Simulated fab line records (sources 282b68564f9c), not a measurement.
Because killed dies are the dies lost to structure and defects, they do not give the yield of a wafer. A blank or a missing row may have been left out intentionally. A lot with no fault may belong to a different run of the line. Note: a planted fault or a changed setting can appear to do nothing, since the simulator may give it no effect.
fab line records	flow rit_cmos
[record] lots = 6	wafers = 18	last_day = 8
route steps=202 shown SILICIDE@167 CONTACT@168 M1@184
lots that met no fault: taken from a fault-free run of the same line
start_h: hours from the record's first day to the start of the lot's first wafer shown	wait_h: hours from the lot's prior step to this one	" same as the row above	L1.1+2: several wafers, shown together as one row	- no value present, or no start provided	* or withheld: withheld	< > ~ a bound
route shown NAME@n: NAME is a module with steps in the file, n the number in the route of the first one	usual: mean/standard deviation taken from wafers without a fault	same: alike in all rows	chamber/n: place in a boat	sites: readings site by site	_std_site: how widely they spread, as a standard deviation	_edge_site: inner sites' mean taken away from outer sites' mean	radius_mm: how far each site lies from the wafer's centre	mask NAME#n: copy n	behind: the last tool/chamber to shape the wafer	hold: why the lot was held/for how many hours/how that ended	device: the n, p or np transistor that did not switch	end of line: tests run on the same wafers once the route is complete	step lacking rows: just its recipe	killed: the dies lost at the first sort to structure and to defects; this is not the yield of the wafer	map: the dies of a wafer, with x for killed, . for not killed, _ for no die there
set.NAME: setting as actually run; set.NAME@STEP: the setting as run at that earlier step	model.NAME: the simulator's own value behind a step, which no gauge read
lots at selected steps of the route; one table per step, one row per wafer
services: a tool's chamber out of use, with start hour (start_h, from the record's first day; less than 0 if before it), hours out, and reason
[[steps]]
[step RIT_SILICIDE_RTA_06]
[recipe] temp_c = 750	time_s = 10	idle_temp_c = 25	ramp_up_s = 5	ramp_down_s = 10	cool_to_c = 25	ambient = N2
[usual] wafer_temp_C_max = 754.0/0.81
[same] time_s = 10
lot.wafer	tool	chamber	start_h	wait_h	wafer_temp_C_max
L997.1	rtp_anneal-01	0	62.39	0.0	753.4
L997.2	"	0	"	"	753.1
L997.5	"	0	"	"	753.2
L108.4	rtp_anneal-02	0	122.20	0.0	753.7
L108.5	"	0	"	"	755.0
L108.6	"	0	"	"	755.0
L111.2	rtp_anneal-01	0	147.24	0.0	752.7
L111.3	"	0	"	"	753.2
L111.5	"	0	"	"	753.9
L113.1	rtp_anneal-01	0	159.90	0.0	754.1
L113.4	"	0	"	"	753.8
L113.6	"	0	"	"	753.6
L119.2	rtp_anneal-01	0	186.79	0.0	754.5
L119.5	"	0	"	"	753.8
L119.6	"	0	"	"	752.5
L118.4	rtp_anneal-01	0	187.93	0.0	753.0
L118.5	"	0	"	"	752.4
L118.6	"	0	"	"	753.3
[step RIT_CONTACT_CVD_00]
[recipe] material = SiO2	target_thk_nm = 400	precursor = TEOS	temp_c = 390	time_s = 61	rf_w = 400
[usual] heater_power_w = 303/49	susceptor_temp_C = 390.03/0.22
[same] time_s = 61
lot.wafer	tool	chamber	start_h	wait_h	heater_power_w	susceptor_temp_C
L997.1	pecvd-03	0	62.46	0.1	270	389.92
L997.2	"	1	"	"	329	389.83
L997.5	"	1	"	"	342	389.98
L108.4	pecvd-02	2	122.25	0.0	392	389.96
L108.5	"	0	"	"	306	390.00
L108.6	"	1	"	"	267	389.98
L111.2	pecvd-03	2	147.30	0.0	320	389.95
L111.3	"	0	"	"	239	390.02
L111.5	"	2	"	"	330	390.03
L113.1	pecvd-02	0	159.96	0.1	328	390.34
L113.4	"	2	"	"	381	390.01
L113.6	"	0	"	"	335	389.89
L119.2	pecvd-04	2	186.84	0.0	354	390.06
L119.5	"	0	"	"	361	389.96
L119.6	"	2	"	"	286	389.93
L118.4	pecvd-02	1	187.99	0.0	281	390.18
L118.5	"	0	"	"	292	389.68
L118.6	"	2	"	"	311	390.18
[step RIT_CONTACT_THK_MEAS_01]
[recipe] reads = SiO2_of_CONTACT_CVD_00
[usual] CONTACT_TEOS_THK = 399/5.9
lot.wafer	tool	chamber	start_h	wait_h	CONTACT_TEOS_THK[nm]
L997.1	film_metro-02	-	62.51	0.0	398
L997.2	"	-	"	"	393
L997.5	"	-	"	"	402
L108.4	film_metro-02	-	122.31	0.0	400
L108.5	"	-	"	"	399
L108.6	"	-	"	"	405
L111.2	film_metro-03	-	147.36	0.0	393
L111.3	"	-	"	"	404
L111.5	"	-	"	"	406
L113.1	film_metro-04	-	160.01	0.0	390
L113.4	"	-	"	"	399
L113.6	"	-	"	"	400
L119.2	film_metro-04	-	186.93	0.1	399
L119.5	"	-	"	"	414
L119.6	"	-	"	"	404
L118.4	film_metro-03	-	188.05	0.0	408
L118.5	"	-	"	"	401
L118.6	"	-	"	"	399
[step RIT_CONTACT_HMDS_02]
[recipe] prime_time_s = 60	prime_temp_c = 140
[step RIT_CONTACT_COAT_03]
[recipe] resist = NOVOLAK	spin_rpm = 3250	resist_thk_nm = 1000
[step RIT_CONTACT_SOFTBAKE_04]
[recipe] resist = NOVOLAK	temp_c = 90	time_s = 60
[step RIT_CONTACT_EXPOSE_05]
[recipe] mask_id = M11	na = 0.6	source_shape = conventional	sigma_outer = 0.5	target_cd_nm = 1000	dose_mj = 250
[step RIT_CONTACT_PEB_06]
[recipe] resist = NOVOLAK	temp_c = withheld	time_s = withheld
[step RIT_CONTACT_DEVELOP_07]
[recipe] resist = NOVOLAK	develop_time_s = 120	dev_temp_c = 23
[step RIT_CONTACT_CD_MEAS_08]
[recipe] target_cd_nm = 1000
[usual] cd_nm = 1000.4/2.4
lot.wafer	tool	chamber	start_h	wait_h	cd_nm
L997.1	cd_sem-01	-	63.54	-	999.5
L997.2	"	-	"	"	998.3
L997.5	"	-	"	"	998.3
L108.4	cd_sem-01	-	123.37	-	1002.1
L108.5	"	-	"	"	1006.4
L108.6	"	-	"	"	1003.5
L111.2	cd_sem-02	-	148.63	-	1003.5
L111.3	"	-	"	"	1003.5
L111.5	"	-	"	"	1002.4
L113.1	cd_sem-01	-	161.49	-	1000.5
L113.4	"	-	"	"	1003.8
L113.6	"	-	"	"	1000.3
L119.2	cd_sem-02	-	188.21	-	995.7
L119.5	"	-	"	"	997.3
L119.6	"	-	"	"	996.0
L118.4	cd_sem-01	-	189.10	-	999.4
L118.5	"	-	"	"	999.4
L118.6	"	-	"	"	999.9
[step RIT_CONTACT_OVL_MEAS_09]
[usual] CONTACT_OVL = -0.5/1.5
lot.wafer	tool	chamber	start_h	wait_h	CONTACT_OVL[nm]
L997.1	overlay-02	-	63.66	0.1	-1.2
L997.2	"	-	"	"	-1.3
L997.5	"	-	"	"	-2.7
L108.4	overlay-02	-	123.44	0.1	0.8
L108.5	"	-	"	"	-0.7
L108.6	"	-	"	"	-0.4
L111.2	overlay-02	-	148.74	0.1	0.0
L111.3	"	-	"	"	1.3
L111.5	"	-	"	"	0.4
L113.1	overlay-01	-	161.61	0.1	2.3
L113.4	"	-	"	"	0.0
L113.6	"	-	"	"	0.4
L119.2	overlay-02	-	188.32	0.1	-0.7
L119.5	"	-	"	"	-1.0
L119.6	"	-	"	"	0.0
L118.4	overlay-02	-	189.18	0.1	1.1
L118.5	"	-	"	"	1.2
L118.6	"	-	"	"	1.0
[step RIT_CONTACT_HARDBAKE_10]
[recipe] resist = NOVOLAK	temp_c = 140	time_s = 60
[step RIT_CONTACT_ETCH_11]
[recipe] target_depth_a = 4800	over_etch_frac = 0.2	stop_on = TiSi2	chemistry = CHF3/CF4/Ar	target = SiO2	CHF3_flow_sccm = 50	cf4_flow_sccm = 10	Ar_flow_sccm = 100	O2_flow_sccm = 5	pressure_mtorr = 100	rf_w = 200	time_s = 320
[usual] O2_flow_sccm = 5.001/0.015	drypump_motor_current_A = 5.9/0.43	oes_product_au = 0.991/0.021	throttle_valve_pct = 8.83/0.15
[same] time_s = 320
lot.wafer	tool	chamber	start_h	wait_h	O2_flow_sccm	drypump_motor_current_A	oes_product_au	rf_hours_counter_h	throttle_valve_pct	model.NOVOLAK_of_CONTACT_COAT_03.thk_nm
L997.1	rie_diel-03	3	63.84	0.1	4.994	5.5	1.014	102	8.75	765.6
L997.2	"	2	"	"	4.996	5.6	0.992	42	8.83	757.8
L997.5	"	0	"	"	4.992	5.5	0.976	-	8.57	772.2
L108.4	rie_diel-01	3	123.61	0.1	5.006	5.6	0.952	141	8.92	761
L108.5	"	2	"	"	4.962	5.8	1.011	-	8.65	760.5
L108.6	"	1	"	"	5.001	6.3	1.005	-	8.89	767.8
L111.2	rie_diel-01	0	148.92	0.1	5.005	6.0	0.957	95	8.67	780.2
L111.3	"	2	"	"	5.005	5.8	0.998	7	8.65	774.9
L111.5	"	1	"	"	5.016	6.3	1.015	-	8.90	779
L113.1	rie_diel-01	1	161.80	0.1	5.020	6.3	1.002	9	8.91	787.2
L113.4	"	2	"	"	4.973	5.8	1.006	7	8.65	782.5
L113.6	"	0	"	"	4.989	6.0	0.958	-	8.68	790.6
L119.2	rie_diel-04	0	188.68	0.1	5.042	6.2	0.993	10	8.92	768.1
L119.5	"	3	"	"	5.007	6.8	0.986	-	8.80	773.3
L119.6	"	2	"	"	5.010	5.5	1.020	-	9.05	769.6
L118.4	rie_diel-03	3	189.41	0.1	5.000	5.5	1.007	105	8.76	767.7
L118.5	"	3	"	"	5.005	5.5	1.019	-	8.75	767.9
L118.6	"	0	"	"	4.980	5.5	0.960	-	8.58	774.6
[step RIT_CONTACT_STRIP_12]
[recipe] chemistry = O2	time_s = 180	resist = NOVOLAK	platen_temp_c = withheld	power_w = 500	pressure_mtorr = 4000	o2_flow_sccm = 4000
[usual] drypump_motor_current_A = 5.9/0.46
[same] time_s = 180
lot.wafer	tool	chamber	start_h	wait_h	drypump_motor_current_A	rf_hours_counter_h
L997.1	plasma_asher-01	0	64.04	0.1	5.4	26
L997.2	"	1	"	"	5.8	26
L997.5	"	1	"	"	5.8	-
L108.4	plasma_asher-01	0	123.86	0.2	5.4	-
L108.5	"	1	"	"	5.8	-
L108.6	"	0	"	"	5.5	-
L111.2	plasma_asher-03	0	149.11	0.1	6.0	50
L111.3	"	1	"	"	6.8	-
L111.5	"	0	"	"	6.0	-
L113.1	plasma_asher-03	1	161.99	0.1	6.8	51
L113.4	"	0	"	"	6.0	-
L113.6	"	1	"	"	6.8	-
L119.2	plasma_asher-02	0	188.87	0.1	5.9	7
L119.5	"	1	"	"	5.5	-
L119.6	"	0	"	"	5.9	-
L118.4	plasma_asher-01	1	189.66	0.2	5.8	-
L118.5	"	0	"	"	5.4	-
L118.6	"	1	"	"	5.8	-
[step RIT_CONTACT_CD_MEAS_90]
[recipe] target_cd_nm = 1000
[usual] cd_nm = 1000.4/2.4
lot.wafer	tool	chamber	start_h	wait_h	cd_nm
L997.1	cd_sem-02	-	64.21	0.1	999.0
L997.2	"	-	"	"	998.8
L997.5	"	-	"	"	998.4
L108.4	cd_sem-02	-	124.04	0.1	1002.1
L108.5	"	-	"	"	1006.4
L108.6	"	-	"	"	1004.2
L111.2	cd_sem-01	-	149.31	0.1	1003.9
L111.3	"	-	"	"	1002.9
L111.5	"	-	"	"	1002.6
L113.1	cd_sem-01	-	162.17	0.1	1000.9
L113.4	"	-	"	"	1003.7
L113.6	"	-	"	"	999.3
L119.2	cd_sem-02	-	189.06	0.1	995.6
L119.5	"	-	"	"	997.3
L119.6	"	-	"	"	996.4
L118.4	cd_sem-02	-	189.84	0.1	999.0
L118.5	"	-	"	"	998.5
L118.6	"	-	"	"	999.9
[step RIT_CONTACT_CLEAN_13]
[recipe] chemistry = SC1	mix = 3:3:50	time_s = 600	temp_c = 75
[step RIT_CONTACT_CLEAN_14]
[recipe] chemistry = SC2	mix = 3:3:50	time_s = 600	temp_c = 75	dry = n2_spin
[step RIT_M1_SPUTTER_00]
[recipe] material = Al	target_thk_nm = 400	power_w = 2000	chamber_pressure_pa = 0.4	gas = Ar	time_s = 500	substrate_temp_c = 25
[usual] throttle_valve_pct = 29.7/0.99
[same] time_s = 500
lot.wafer	tool	chamber	start_h	wait_h	throttle_valve_pct
L997.1	pvd_sputter-02	-	64.86	0.0	28.7
L997.2	"	-	"	"	30.5
L997.5	"	-	"	"	28.9
L108.4	pvd_sputter-02	-	124.45	0.0	30.6
L108.5	"	-	"	"	29.3
L108.6	"	-	"	"	28.8
L111.2	pvd_sputter-04	-	149.76	0.0	30.4
L111.3	"	-	"	"	28.6
L111.5	"	-	"	"	29.2
L113.1	pvd_sputter-04	-	162.64	0.0	29.5
L113.4	"	-	"	"	28.4
L113.6	"	-	"	"	28.6
L119.2	pvd_sputter-02	-	189.55	0.0	29.0
L119.5	"	-	"	"	29.4
L119.6	"	-	"	"	28.7
L118.4	pvd_sputter-03	-	190.26	0.0	30.2
L118.5	"	-	"	"	30.3
L118.6	"	-	"	"	31.3
[step RIT_M1_RS_MEAS_01]
[recipe] thk_meas_gauge = four-point-probe	reads = Al_of_M1_SPUTTER_00
[usual] M1_AL_RS = 0.0731/0.0009
lot.wafer	tool	chamber	start_h	wait_h	M1_AL_RS[ohm/sq]
L997.1	film_metro-01	-	65.15	0.1	0.0733
L997.2	"	-	"	"	0.0729
L997.5	"	-	"	"	0.0727
L108.4	film_metro-03	-	124.81	0.2	0.0724
L108.5	"	-	"	"	0.0742
L108.6	"	-	"	"	0.0744
L111.2	film_metro-02	-	150.07	0.2	0.0728
L111.3	"	-	"	"	0.0719
L111.5	"	-	"	"	0.0728
L113.1	film_metro-03	-	162.93	0.1	0.0745
L113.4	"	-	"	"	0.0735
L113.6	"	-	"	"	0.0738
L119.2	film_metro-03	-	189.86	0.2	0.0731
L119.5	"	-	"	"	0.0746
L119.6	"	-	"	"	0.0727
L118.4	film_metro-01	-	190.62	0.2	0.0744
L118.5	"	-	"	"	0.0741
L118.6	"	-	"	"	0.0742
[step RIT_M1_THK_MEAS_02]
[recipe] thk_meas_gauge = xrf	reads = Al_of_M1_SPUTTER_00
[usual] M1_AL_THK = 404/5.4
lot.wafer	tool	chamber	start_h	wait_h	M1_AL_THK[nm]
L997.1	film_metro-01	-	65.27	0.1	407
L997.2	"	-	"	"	410
L997.5	"	-	"	"	411
L108.4	film_metro-03	-	124.90	0.1	406
L108.5	"	-	"	"	399
L108.6	"	-	"	"	396
L111.2	film_metro-02	-	150.18	0.1	405
L111.3	"	-	"	"	408
L111.5	"	-	"	"	404
L113.1	film_metro-03	-	163.05	0.1	394
L113.4	"	-	"	"	400
L113.6	"	-	"	"	399
L119.2	film_metro-03	-	189.97	0.1	404
L119.5	"	-	"	"	397
L119.6	"	-	"	"	405
L118.4	film_metro-01	-	190.71	0.1	398
L118.5	"	-	"	"	401
L118.6	"	-	"	"	399
[step RIT_M1_HMDS_03]
[recipe] prime_time_s = 60	prime_temp_c = 140
[step RIT_M1_COAT_04]
[recipe] resist = NOVOLAK	spin_rpm = 2000	resist_thk_nm = 1300
[step RIT_M1_SOFTBAKE_05]
[recipe] resist = NOVOLAK	temp_c = 90	time_s = 60
[step RIT_M1_EXPOSE_06]
[recipe] mask_id = M12	na = 0.6	source_shape = conventional	sigma_outer = 0.5	target_cd_nm = 2600	dose_mj = 250
[step RIT_M1_PEB_07]
[recipe] resist = NOVOLAK	temp_c = withheld	time_s = withheld
[step RIT_M1_DEVELOP_08]
[recipe] resist = NOVOLAK	develop_time_s = 68	dev_temp_c = 23
[step RIT_M1_CD_MEAS_09]
[recipe] target_cd_nm = 2600
[usual] cd_nm = 2599.7/2.8
lot.wafer	tool	chamber	start_h	wait_h	cd_nm
L997.1	cd_sem-01	-	66.21	-	2604.0
L997.2	"	-	"	"	2603.0
L997.5	"	-	"	"	2605.1
L108.4	cd_sem-01	-	125.87	-	2596.0
L108.5	"	-	"	"	2602.0
L108.6	"	-	"	"	2599.8
L111.2	cd_sem-02	-	151.13	-	2597.5
L111.3	"	-	"	"	2597.5
L111.5	"	-	"	"	2598.3
L113.1	cd_sem-02	-	164.23	-	2598.5
L113.4	"	-	"	"	2599.9
L113.6	"	-	"	"	2599.7
L119.2	cd_sem-02	-	191.64	-	2602.0
L119.5	"	-	"	"	2600.1
L119.6	"	-	"	"	2600.0
L118.4	cd_sem-02	-	191.92	-	2600.2
L118.5	"	-	"	"	2602.3
L118.6	"	-	"	"	2602.7
[step RIT_M1_OVL_MEAS_10]
[usual] M1_OVL = 0.9/1.2
lot.wafer	tool	chamber	start_h	wait_h	M1_OVL[nm]
L997.1	overlay-02	-	66.33	0.1	1.5
L997.2	"	-	"	"	0.5
L997.5	"	-	"	"	0.1
L108.4	overlay-02	-	125.94	0.1	2.7
L108.5	"	-	"	"	2.5
L108.6	"	-	"	"	2.4
L111.2	overlay-01	-	151.24	0.1	-0.3
L111.3	"	-	"	"	-0.4
L111.5	"	-	"	"	0.7
L113.1	overlay-02	-	164.35	0.1	0.6
L113.4	"	-	"	"	-0.2
L113.6	"	-	"	"	1.0
L119.2	overlay-01	-	191.75	0.1	2.0
L119.5	"	-	"	"	1.4
L119.6	"	-	"	"	-0.6
L118.4	overlay-02	-	192.00	0.1	0.4
L118.5	"	-	"	"	-0.4
L118.6	"	-	"	"	-0.4
[step RIT_M1_HARDBAKE_11]
[recipe] resist = NOVOLAK	temp_c = 140	time_s = 120
[step RIT_M1_METAL_ETCH_12]
[recipe] stop_on = SiO2	chemistry = Cl2/BCl3	target = Al	time_s = 165	over_etch_frac = 0.5	pressure_mtorr = 100	target_depth_a = 6000	rf_w = 250	Cl2_flow_sccm = 60	bcl3_flow_sccm = 50
[step RIT_M1_STRIP_13]
[recipe] chemistry = nmp	resist = NOVOLAK	temp_c = 80	time_s = 600	dry = n2_spin
[step RIT_M1_STRIP_14]
[recipe] chemistry = O2	time_s = 180	platen_temp_c = withheld	power_w = 500	pressure_mtorr = 4000	o2_flow_sccm = 4000
[usual] drypump_motor_current_A = 5.9/0.46
[same] time_s = 180
lot.wafer	tool	chamber	start_h	wait_h	drypump_motor_current_A	rf_hours_counter_h
L997.1	plasma_asher-02	1	67.20	0.0	5.5	41
L997.2	"	0	"	"	5.9	41
L997.5	"	1	"	"	5.5	-
L108.4	plasma_asher-02	1	126.62	0.1	5.5	-
L108.5	"	0	"	"	5.9	-
L108.6	"	1	"	"	5.5	-
L111.2	plasma_asher-02	1	152.02	0.0	5.5	2
L111.3	"	1	"	"	5.5	-
L111.5	"	0	"	"	5.9	-
L113.1	plasma_asher-03	0	164.98	0.0	6.0	52
L113.4	"	0	"	"	6.0	-
L113.6	"	1	"	"	6.8	-
L119.2	plasma_asher-03	1	192.42	0.0	6.8	56
L119.5	"	1	"	"	6.8	-
L119.6	"	0	"	"	6.0	-
L118.4	plasma_asher-02	1	192.66	0.1	5.5	-
L118.5	"	1	"	"	5.5	-
L118.6	"	0	"	"	5.9	-
[step RIT_M1_CD_MEAS_90]
[recipe] target_cd_nm = 2600
[usual] cd_nm = 2600/3.7
lot.wafer	tool	chamber	start_h	wait_h	cd_nm
L997.1	cd_sem-02	-	67.37	0.1	2607
L997.2	"	-	"	"	2602
L997.5	"	-	"	"	2604
L108.4	cd_sem-02	-	126.80	0.1	2597
L108.5	"	-	"	"	2600
L108.6	"	-	"	"	2599
L111.2	cd_sem-01	-	152.21	0.1	2600
L111.3	"	-	"	"	2600
L111.5	"	-	"	"	2599
L113.1	cd_sem-01	-	165.15	0.1	2598
L113.4	"	-	"	"	2600
L113.6	"	-	"	"	2601
L119.2	cd_sem-01	-	192.62	0.1	2596
L119.5	"	-	"	"	2604
L119.6	"	-	"	"	2595
L118.4	cd_sem-02	-	192.84	0.1	2601
L118.5	"	-	"	"	2603
L118.6	"	-	"	"	2604
[step RIT_M1_ANNEAL_15]
[recipe] temp_c = 450	time_s = 1800	ambient = forming_gas_H2N2
[step RIT_M1_BOW_MEAS_16]
[recipe] mode = bow
[usual] M1_BOW = 17/6.3
lot.wafer	tool	chamber	start_h	wait_h	M1_BOW[um]
L997.1	film_metro-01	-	68.99	0.0	7
L997.2	"	-	"	"	9
L997.5	"	-	"	"	9
L108.4	film_metro-01	-	128.42	0.1	30
L108.5	"	-	"	"	30
L108.6	"	-	"	"	20
L111.2	film_metro-03	-	153.83	0.0	15
L111.3	"	-	"	"	14
L111.5	"	-	"	"	7
L113.1	film_metro-02	-	167.00	0.0	12
L113.4	"	-	"	"	17
L113.6	"	-	"	"	14
L119.2	film_metro-01	-	194.24	0.0	23
L119.5	"	-	"	"	16
L119.6	"	-	"	"	14
L118.4	film_metro-03	-	195.78	0.1	21
L118.5	"	-	"	"	17
L118.6	"	-	"	"	21
[step RIT_M1_PROBE_99]
lot.wafer	tool	chamber	start_h	wait_h	hold	model.etest.antenna_contact.vt_shift_v
L997.1	prober-02	-	69.11	0.1	-	-0.00792
L997.2	prober-02	-	69.16	0.1	-	-0.01125
L997.5	prober-02	-	69.31	0.2	-	-0.008338
L108.4	prober-01	-	128.63	0.2	-	-0.01519
L108.5+6	prober-01	-	128.68	0.2	-	-0.01243
L111.2	prober-01	-	153.98	0.1	await_dispo/1.5h/release	-0.005192
L111.3	prober-01	-	154.03	0.2	await_dispo/1.5h/release	-0.003087
L111.5	prober-01	-	154.13	0.2	await_dispo/1.5h/release	-0.007552
L113.1	prober-01	-	167.12	0.1	await_dispo/3.1h/release	-0.007612
L113.4	prober-01	-	167.27	0.2	await_dispo/3.1h/release	-0.001074
L113.6	prober-01	-	167.37	0.2	await_dispo/3.1h/release	-0.0006222
L119.2	prober-02	-	194.39	0.1	-	-0.009421
L119.5	prober-02	-	194.54	0.2	-	-0.004745
L119.6	prober-02	-	194.59	0.2	-	-0.01429
L118.4	prober-01	-	195.99	0.2	-	-0.01266
L118.5	prober-01	-	196.04	0.2	-	-0.01362
L118.6	prober-01	-	196.09	0.2	-	-0.01065
// killed by level:class
L997.1 GATE:geometric_particle:open=4 GATE:geometric_particle:short=2 SPACER:geometric_particle:short=2 FOX1:geometric_particle:short=1 REOX:geometric_particle:open=1
L997.2 GATE:geometric_particle:open=3 GATE:geometric_particle:short=2 SPACER:geometric_particle:short=2
L997.5 REOX:geometric_particle:short=2 SPACER:geometric_particle:short=1 SPACER:geometric_particle:open=1
L108.4 FOX1:geometric_particle:open=1 FOX2:geometric_particle:open=1 GATE:geometric_particle:open=1 GATE:geometric_particle:short=1 REOX:geometric_particle:open=1 SILICIDE:geometric_particle:open=1
L108.5 REOX:geometric_particle:open=3 SPACER:geometric_particle:short=2 SILICIDE:geometric_particle:short=2 FOX2:geometric_particle:open=1 GATE:geometric_particle:open=1 GATE:geometric_particle:short=1 REOX:geometric_particle:short=1 SPACER:geometric_particle:open=1
L108.6 FOX1:geometric_particle:open=1 FOX1:geometric_particle:short=1 FOX2:geometric_particle:short=1 GATE:geometric_particle:short=1 REOX:geometric_particle:open=1 SILICIDE:geometric_particle:open=1 NRETRO:coat_microbubble_printed=1
L111.2 FOX2:geometric_particle:open=3 FOX1:geometric_particle:short=1 FOX1:geometric_particle:open=1 GATE:geometric_particle:open=1
L111.3 FOX1:geometric_particle:open=4 SPACER:geometric_particle:open=4 FOX2:geometric_particle:open=2 REOX:geometric_particle:open=2 SILICIDE:geometric_particle:short=2 GATE:geometric_particle:open=1 CONTACT:area_etch=1
L111.5 FOX1:geometric_particle:open=2 FOX2:geometric_particle:short=2 GATE:geometric_particle:open=2 SILICIDE:geometric_particle:open=2 SPACER:geometric_particle:open=1 SILICIDE:geometric_particle:short=1 CONTACT:area_etch=1
L119.2 REOX:geometric_particle:short=2 SPACER:geometric_particle:short=2 FOX1:geometric_particle:open=1 GATE:geometric_particle:open=1 SPACER:geometric_particle:open=1
L119.5 SPACER:geometric_particle:short=2 FOX1:geometric_particle:open=1 GATE:geometric_particle:open=1 REOX:geometric_particle:short=1 SPACER:geometric_particle:open=1 CONTACT:geometric_particle:short=1
L119.6 GATE:geometric_particle:short=2 FOX1:geometric_particle:short=1 FOX2:geometric_particle:short=1 FOX2:geometric_particle:open=1 REOX:geometric_particle:open=1 REOX:geometric_particle:short=1
L118.4 GATE:geometric_particle:short=2 FOX1:geometric_particle:open=1 FOX1:geometric_particle:short=1 GATE:geometric_particle:open=1 REOX:geometric_particle:short=1 SPACER:geometric_particle:short=1 SPACER:geometric_particle:open=1 M1:geometric_particle:short=1
L118.5 GATE:geometric_particle:short=5 REOX:geometric_particle:open=2 SPACER:geometric_particle:open=2 FOX2:geometric_particle:short=1 GATE:geometric_particle:open=1 SILICIDE:geometric_particle:open=1
L118.6 GATE:geometric_particle:open=2 SPACER:geometric_particle:short=1
// map L111.3 (x killed, . not)
________......._______
_____x..x........x____
____...............___
___.................__
__..........x...x...._
__...............x..._
_.....................
_..xx.................
_..x...x..............
_...x.............x...
__..................._
__....x.............._
___.................__
____........x.....x___
_____.............____
________...x..._______
// map L108.5 (x killed, . not)
________......._______
_____.............____
____...............___
___...........x.....__
__..................._
__..................._
_xx.............x.x...
_.....................
_.....................
_.....x.........x.....
__....x.....x...x...._
__.................x._
___.................__
____...............___
_____..........x..____
________x......_______
[[services]]
tool	chamber	start_h	hours	kind
pecvd-04	-	50.36	0.5	repair
plasma_asher-02	-	74.68	1.6	repair
pvd_sputter-04	-	79.21	23.4	repair
pecvd-03	1	88.34	7.1	repair
rie_diel-01	3	92.26	14.8	repair
rie_diel-03	2	97.27	7.3	repair
rie_diel-04	1	107.48	-	clean
plasma_asher-02	-	108.75	9.0	pm
plasma_asher-02	0	108.75	9.0	vent_cycle
plasma_asher-02	1	108.75	9.0	vent_cycle
plasma_asher-02	0	117.75	-	clean
plasma_asher-02	1	117.75	-	clean
pecvd-03	-	123.80	14.6	pm
pvd_sputter-04	-	130.65	1.9	repair
pvd_sputter-02	-	137.72	1.1	repair
rie_diel-04	2	144.64	3.8	repair
rie_diel-04	-	148.14	0.9	repair
rie_diel-01	-	149.47	1.2	repair
rie_diel-04	3	157.77	2.6	repair
rtp_anneal-01	-	163.65	5.1	pm
rie_diel-03	2	168.89	3.0	repair
plasma_asher-01	-	169.32	2.1	repair
pecvd-04	1	182.63	4.6	repair
rie_diel-01	3	183.25	-	clean
[[key]]
[first_sign] step = RIT_M1_PROBE_99	reading = hold	direction = added
effect none on later readings
[model_effect] step = RIT_CONTACT_ETCH_11	value = NOVOLAK_of_CONTACT_COAT_03.thk_nm	without = 767	struck = 782.4
[model_effect] step = RIT_M1_PROBE_99	value = etest.antenna_contact.vt_shift_v	without = -0.01256	struck = -0.00419
met_at RIT_CONTACT_ETCH_11
struck_wafers L111.2,L111.3,L111.5,L113.1,L113.4,L113.6
sort_left_out L113.1,L113.4,L113.6
tester_left_out L111,L113
onset_between 123.61 148.92
also_fits RIT_CONTACT_STRIP_12:plasma_asher-03,RIT_M1_SPUTTER_00:pvd_sputter-04
[fault] kind = process_parameter_drift	tool = rie_diel-01	chamber = -	onset_h = 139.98	steps = RIT_CONTACT_ETCH_11	channel = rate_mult	offset = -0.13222	shape = step	end_h = 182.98
// tester_left_out: of these lots the tester's yield and bins aren't shown, on N5 and GAA mostly nor the transistor test; their killed dies are dies lost to structure and defects alone, not to doping, threshold or leakage, so they don't give the yield
// sort_left_out: the simulated sort isn't trusted on such a fault, so these wafers' sort isn't shown, and their yield isn't known
